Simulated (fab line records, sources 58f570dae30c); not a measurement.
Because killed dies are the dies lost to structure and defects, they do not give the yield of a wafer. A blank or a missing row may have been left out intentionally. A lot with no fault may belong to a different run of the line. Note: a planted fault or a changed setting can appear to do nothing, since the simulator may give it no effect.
Which tool was responsible? || flow berkeley_cmos170 || Sampling: 10 lots, 30 wafers, 3 of 331 route steps

## WHAT THE GAUGES SHOWED, per wafer
UCB170_NWELL_OVL_MEAS_12. Usual: NWELL_OVL gives 2 nm (standard deviation 4.4).
{"lot": "L322", "measured": "day 2 05:18", "on": "overlay-01", "NWELL_OVL (nm)": "8 -3 0", "flag": ""}
{"lot": "L323", "measured": "day 2 12:18", "on": "overlay-02", "NWELL_OVL (nm)": "-6 -1 0", "flag": ""}
{"lot": "L324", "measured": "day 2 19:25", "on": "overlay-02", "NWELL_OVL (nm)": "5 8 -1", "flag": ""}
{"lot": "L326", "measured": "day 3 00:17", "on": "overlay-02", "NWELL_OVL (nm)": "-1 -4 5", "flag": ""}
{"lot": "L325", "measured": "day 3 00:32", "on": "overlay-01", "NWELL_OVL (nm)": "6 -5 -2", "flag": ""}
{"lot": "L327", "measured": "day 3 08:41", "on": "overlay-01", "NWELL_OVL (nm)": "4 -2 3", "flag": ""}
{"lot": "L339", "measured": "day 5 19:02", "on": "overlay-02", "NWELL_OVL (nm)": "4 6 6", "flag": ""}
{"lot": "L341", "measured": "day 6 06:24", "on": "overlay-01", "NWELL_OVL (nm)": "6 4 13", "flag": ""}
{"lot": "L343", "measured": "day 6 22:02", "on": "overlay-02", "NWELL_OVL (nm)": "3 -2 -2", "flag": ""}
{"lot": "L344", "measured": "day 7 00:32", "on": "overlay-02", "NWELL_OVL (nm)": "3 5 7", "flag": ""}

UCB170_PWELL_THK_MEAS_06. Usual: PWELL_NITRIDE_THK gives 220.5 nm (standard deviation 2.3).
{"lot": "L322", "measured": "day 3 05:29", "on": "film_metro-02", "PWELL_NITRIDE_THK (nm)": "223.9 223.9 223.8", "flag": ""}
{"lot": "L323", "measured": "day 3 07:37", "on": "film_metro-04", "PWELL_NITRIDE_THK (nm)": "218.6 218.4 218.4", "flag": ""}
{"lot": "L324", "measured": "day 3 14:20", "on": "film_metro-02", "PWELL_NITRIDE_THK (nm)": "217.8 217.3 217.7", "flag": ""}
{"lot": "L326", "measured": "day 3 14:19", "on": "film_metro-01", "PWELL_NITRIDE_THK (nm)": "218.1 219.2 218.1", "flag": ""}
{"lot": "L325", "measured": "day 3 14:19", "on": "film_metro-04", "PWELL_NITRIDE_THK (nm)": "223.1 223.5 221.0", "flag": ""}
{"lot": "L327", "measured": "day 4 03:53", "on": "film_metro-01", "PWELL_NITRIDE_THK (nm)": "222.5 224.6 224.4", "flag": ""}
{"lot": "L339", "measured": "day 6 13:30", "on": "film_metro-04", "PWELL_NITRIDE_THK (nm)": "219.5 219.5 219.1", "flag": ""}
{"lot": "L341", "measured": "day 6 21:41", "on": "film_metro-02", "PWELL_NITRIDE_THK (nm)": "215.6 216.2 215.0", "flag": ""}
{"lot": "L343", "measured": "day 7 14:27", "on": "film_metro-01", "PWELL_NITRIDE_THK (nm)": "221.9 220.2 222.9", "flag": ""}
{"lot": "L344", "measured": "day 7 20:05", "on": "film_metro-04", "PWELL_NITRIDE_THK (nm)": "223.3 222.6 223.6", "flag": ""}

## WHAT TOOL EACH LOT RAN ON (gives the tool, then ch and the chambers of the sampled wafers, and finally the start)
{"lot": "L322", "UCB170_ZERO_ETCH_06": "rie_diel-04 ch 0,2,3, day 1 17:39"}
{"lot": "L323", "UCB170_ZERO_ETCH_06": "rie_diel-01 ch 0,2,3, day 2 00:30"}
{"lot": "L324", "UCB170_ZERO_ETCH_06": "rie_diel-02 ch 1,2, day 2 04:28"}
{"lot": "L326", "UCB170_ZERO_ETCH_06": "rie_diel-01 ch 0,2, day 2 11:46"}
{"lot": "L325", "UCB170_ZERO_ETCH_06": "rie_diel-02 ch 0,1,2, day 2 12:03"}
{"lot": "L327", "UCB170_ZERO_ETCH_06": "rie_diel-02 ch 0,3, day 2 21:50"}
{"lot": "L339", "UCB170_ZERO_ETCH_06": "rie_diel-04 ch 0,1,2, day 5 08:53"}
{"lot": "L341", "UCB170_ZERO_ETCH_06": "rie_diel-04 ch 0,1,3, day 5 15:40"}
{"lot": "L343", "UCB170_ZERO_ETCH_06": "rie_diel-01 ch 0,1,3, day 6 03:53"}
{"lot": "L344", "UCB170_ZERO_ETCH_06": "rie_diel-02 ch 0,2, day 6 12:58"}
- UCB170_ZERO_ETCH_06: etches SiO2 in CHF3/CF4/Ar, time 12 s.

## WHAT THE TOOLS THEMSELVES READ (means of the sampled wafers that have a number; where no wafer has one, the mark that the record gives instead)
UCB170_ZERO_ETCH_06. Usual: drypump_motor_current_A 6.0 A, standard deviation 0.43; oes_product_au 0.621 a.u., standard deviation 0.0092; throttle_valve_pct 9.19 %, standard deviation 0.12.
{"lot": "L322", "tool": "rie_diel-04", "drypump_motor_current_A (A)": 6.2, "oes_product_au (a.u.)": 0.630, "throttle_valve_pct (%)": 9.14, "flag": ""}
{"lot": "L323", "tool": "rie_diel-01", "drypump_motor_current_A (A)": 5.8, "oes_product_au (a.u.)": 0.619, "throttle_valve_pct (%)": 9.23, "flag": ""}
{"lot": "L324", "tool": "rie_diel-02", "drypump_motor_current_A (A)": 5.5, "oes_product_au (a.u.)": 0.615, "throttle_valve_pct (%)": 9.37, "flag": ""}
{"lot": "L326", "tool": "rie_diel-01", "drypump_motor_current_A (A)": 5.6, "oes_product_au (a.u.)": 0.623, "throttle_valve_pct (%)": 9.19, "flag": ""}
{"lot": "L325", "tool": "rie_diel-02", "drypump_motor_current_A (A)": 5.6, "oes_product_au (a.u.)": 0.620, "throttle_valve_pct (%)": 9.24, "flag": ""}
{"lot": "L327", "tool": "rie_diel-02", "drypump_motor_current_A (A)": 5.9, "oes_product_au (a.u.)": 0.626, "throttle_valve_pct (%)": 9.12, "flag": ""}
{"lot": "L339", "tool": "rie_diel-04", "drypump_motor_current_A (A)": 6.1, "oes_product_au (a.u.)": 0.620, "throttle_valve_pct (%)": 9.17, "flag": ""}
{"lot": "L341", "tool": "rie_diel-04", "drypump_motor_current_A (A)": 6.5, "oes_product_au (a.u.)": 0.618, "throttle_valve_pct (%)": 9.11, "flag": ""}
{"lot": "L343", "tool": "rie_diel-01", "drypump_motor_current_A (A)": 6.0, "oes_product_au (a.u.)": 0.620, "throttle_valve_pct (%)": 9.25, "flag": ""}
{"lot": "L344", "tool": "rie_diel-02", "drypump_motor_current_A (A)": 5.6, "oes_product_au (a.u.)": 0.614, "throttle_valve_pct (%)": 9.42, "flag": ""}

## THE ANSWER, worked out from the rows above alone
Rule: a lot is off if the mean of its wafers that have a number lies more than 3 standard deviations from the usual mean. A lot without any number at a reading at which 4 lots or more have one is off too. All remaining lots with rows at the step are treated as sound. The gauges are gone through in route order, then the tools' own readings, and for those a lot's mean is taken as printed above. The first step at which some lot is off is used, and at that step the reading that is off furthest; a lot without a number counts as furthest.
Across all readings shown, no lot is off: no conclusion can be drawn from this.

## WHAT THE SIMULATOR HAD PUT IN
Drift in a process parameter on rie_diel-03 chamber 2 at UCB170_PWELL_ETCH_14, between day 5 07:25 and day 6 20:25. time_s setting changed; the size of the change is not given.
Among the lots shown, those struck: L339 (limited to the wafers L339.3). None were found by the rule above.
